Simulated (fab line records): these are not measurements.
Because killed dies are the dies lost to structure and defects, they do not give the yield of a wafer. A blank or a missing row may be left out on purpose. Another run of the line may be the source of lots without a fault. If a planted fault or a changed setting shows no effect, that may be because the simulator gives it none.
The tool behind it: which one? :: flow berkeleyCmos170 :: 42 wafers from 14 lots sampled at 3 of the route's 331 steps

WHAT EACH GAUGE READ, for each wafer
UCB170_V1_CD_MEAS_90: the cd target is 700 nm.
lot: L499
measured: day 8 11:27
on: cdSem-01
cdNm (nm): 703.7 701.2 702.5

lot: L500
measured: day 8 20:36
on: cdSem-01
cdNm (nm): 699.5 699.8 700.8

lot: L501
measured: day 9 05:38
on: cdSem-01
cdNm (nm): 700.7 701.5 700.6

lot: L506
measured: day 9 21:43
on: cdSem-01
cdNm (nm): 697.1 700.0 697.8

lot: L504
measured: day 10 01:53
on: cdSem-01
cdNm (nm): 698.4 699.3 699.2

lot: L509
measured: day 10 15:10
on: cdSem-02
cdNm (nm): 702.0 701.8 703.0

lot: L508
measured: day 10 20:10
on: cdSem-02
cdNm (nm): 700.0 701.1 701.0

lot: L514
measured: day 11 16:57
on: cdSem-02
cdNm (nm): 698.5 697.6 697.8

lot: L513
measured: day 11 20:58
on: cdSem-01
cdNm (nm): 697.4 698.2 698.8

lot: L516
measured: day 13 08:00
on: cdSem-02
cdNm (nm): 701.9 699.7 699.8

lot: L517
measured: day 13 12:51
on: cdSem-02
cdNm (nm): 699.2 699.6 699.9

lot: L519
measured: day 13 21:28
on: cdSem-02
cdNm (nm): 699.5 697.9 698.8

lot: L521
measured: day 13 23:45
on: cdSem-01
cdNm (nm): 697.8 697.2 697.9

lot: L520
measured: day 14 02:07
on: cdSem-02
cdNm (nm): 700.4 702.2 700.9

UCB170_M2_CD_MEAS_15: the cd target is 700 nm.
lot: L499
measured: day 8 13:28
on: cdSem-01
cdNm (nm): 702.0 701.5 701.1

lot: L500
measured: day 8 22:46
on: cdSem-01
cdNm (nm): 700.1 701.3 701.1

lot: L501
measured: day 9 08:37
on: cdSem-01
cdNm (nm): 698.3 698.0 697.7

lot: L506
measured: day 10 00:03
on: cdSem-01
cdNm (nm): 701.4 702.3 700.2

lot: L504
measured: day 10 04:02
on: cdSem-02
cdNm (nm): 698.5 698.3 699.7

lot: L509
measured: day 10 20:20
on: cdSem-01
cdNm (nm): 698.5 697.0 698.8

lot: L508
measured: day 10 22:26
on: cdSem-02
cdNm (nm): 700.7 699.3 700.5

lot: L514
measured: day 11 19:05
on: cdSem-01
cdNm (nm): 702.0 702.4 702.8

lot: L513
measured: day 12 00:13
on: cdSem-01
cdNm (nm): 702.0 700.5 700.5

lot: L516
measured: day 13 12:05
on: cdSem-01
cdNm (nm): 700.3 701.2 702.1

lot: L517
measured: day 13 15:46
on: cdSem-01
cdNm (nm): 698.4 698.2 697.6

lot: L519
measured: day 14 01:04
on: cdSem-02
cdNm (nm): 701.7 701.6 701.5

lot: L521
measured: day 14 06:07
on: cdSem-01
cdNm (nm): 699.4 700.0 700.4

lot: L520
measured: day 14 06:23
on: cdSem-02
cdNm (nm): 703.0 701.6 702.3

WHAT TOOL EACH LOT RAN ON (gives the tool, then ch and the chambers of the sampled wafers, and finally the start)
lot: L499
UCB170_M1_ETCH_11: rieDiel-03 ch 0,1,3, day 8 06:20

lot: L500
UCB170_M1_ETCH_11: rieDiel-01 ch 0,1,3, day 8 16:31

lot: L501
UCB170_M1_ETCH_11: rieDiel-01 ch 1,2,3, day 9 00:16

lot: L506
UCB170_M1_ETCH_11: rieDiel-03 ch 1,3, day 9 16:20

lot: L504
UCB170_M1_ETCH_11: rieDiel-03 ch 0,1, day 9 20:46

lot: L509
UCB170_M1_ETCH_11: rieDiel-03 ch 0,1,2, day 10 11:13

lot: L508
UCB170_M1_ETCH_11: rieDiel-03 ch 0,1,2, day 10 14:10

lot: L514
UCB170_M1_ETCH_11: rieDiel-02 ch 0,2,3, day 11 12:41

lot: L513
UCB170_M1_ETCH_11: rieDiel-02 ch 0,2, day 11 15:06

lot: L516
UCB170_M1_ETCH_11: rieDiel-03 ch 0,1,3, day 13 03:38

lot: L517
UCB170_M1_ETCH_11: rieDiel-01 ch 0,3, day 13 03:53

lot: L519
UCB170_M1_ETCH_11: rieDiel-02 ch 0,2,3, day 13 14:03

lot: L521
UCB170_M1_ETCH_11: rieDiel-03 ch 0,3, day 13 19:19

lot: L520
UCB170_M1_ETCH_11: rieDiel-03 ch 0,1,3, day 13 20:27
- UCB170_M1_ETCH_11: etches BARC in N2/H2.

AS READ BY THE TOOLS THEMSELVES (means over the sampled wafers that have a number; for cases with no such wafer, the mark the record gives instead)
UCB170_M1_ETCH_11.
lot: L499
tool: rieDiel-03
drypumpMotorCurrentA (A): 5.5
n2FlowSccm (sccm): 99.84
oesProductAu (a.u.): 1.011
throttleValvePct (%): 13.17

lot: L500
tool: rieDiel-01
drypumpMotorCurrentA (A): 5.9
n2FlowSccm (sccm): 99.97
oesProductAu (a.u.): 0.999
throttleValvePct (%): 13.22

lot: L501
tool: rieDiel-01
drypumpMotorCurrentA (A): 6.0
n2FlowSccm (sccm): 99.77
oesProductAu (a.u.): 1.019
throttleValvePct (%): 13.18

lot: L506
tool: rieDiel-03
drypumpMotorCurrentA (A): 5.4
n2FlowSccm (sccm): 99.90
oesProductAu (a.u.): 1.006
throttleValvePct (%): 13.08

lot: L504
tool: rieDiel-03
drypumpMotorCurrentA (A): 5.4
n2FlowSccm (sccm): 99.81
oesProductAu (a.u.): 1.016
throttleValvePct (%): 13.27

lot: L509
tool: rieDiel-03
drypumpMotorCurrentA (A): 5.6
n2FlowSccm (sccm): 99.95
oesProductAu (a.u.): 1.000
throttleValvePct (%): 13.25

lot: L508
tool: rieDiel-03
drypumpMotorCurrentA (A): 5.6
n2FlowSccm (sccm): 100.49
oesProductAu (a.u.): 0.995
throttleValvePct (%): 13.27

lot: L514
tool: rieDiel-02
drypumpMotorCurrentA (A): 5.8
n2FlowSccm (sccm): 99.61
oesProductAu (a.u.): 0.980
throttleValvePct (%): 13.10

lot: L513
tool: rieDiel-02
drypumpMotorCurrentA (A): 5.7
n2FlowSccm (sccm): 100.12
oesProductAu (a.u.): 0.976
throttleValvePct (%): 13.15

lot: L516
tool: rieDiel-03
drypumpMotorCurrentA (A): 5.5
n2FlowSccm (sccm): 100.07
oesProductAu (a.u.): 1.008
throttleValvePct (%): 13.17

lot: L517
tool: rieDiel-01
drypumpMotorCurrentA (A): 5.9
n2FlowSccm (sccm): 99.93
oesProductAu (a.u.): 1.010
throttleValvePct (%): 13.30

lot: L519
tool: rieDiel-02
drypumpMotorCurrentA (A): 5.8
n2FlowSccm (sccm): 100.20
oesProductAu (a.u.): 1.002
throttleValvePct (%): 13.13

lot: L521
tool: rieDiel-03
drypumpMotorCurrentA (A): 5.6
n2FlowSccm (sccm): 99.48
oesProductAu (a.u.): 1.008
throttleValvePct (%): 13.06

lot: L520
tool: rieDiel-03
drypumpMotorCurrentA (A): 5.5
n2FlowSccm (sccm): 100.11
oesProductAu (a.u.): 1.009
throttleValvePct (%): 13.17

THE ANSWER, worked out from the rows above alone
Rule: what is usual is taken from the lots themselves. Put in order of their means at a reading, lots are off if they are a third of the lots or fewer, leave a main group of 4 or more, and stand apart from it by a gap of 3 or more times the standard deviation of the main group's means; of several such gaps the widest counts. If all means in a main group match to the digits the tables above print for the reading, that group is not used. Also off: a lot with no number at a reading for which 4 or more lots have one. Any other lot the step has rows for is counted as sound. The gauges are gone through in route order, then the tools' own readings, and for those a lot's mean is taken as printed above. The first step at which some lot is off is used, and at that step the reading that is off furthest; a lot without a number counts as furthest.
No lot is off at any reading shown: from this, nothing can be told.

WHAT THE SIMULATOR HAD PUT IN
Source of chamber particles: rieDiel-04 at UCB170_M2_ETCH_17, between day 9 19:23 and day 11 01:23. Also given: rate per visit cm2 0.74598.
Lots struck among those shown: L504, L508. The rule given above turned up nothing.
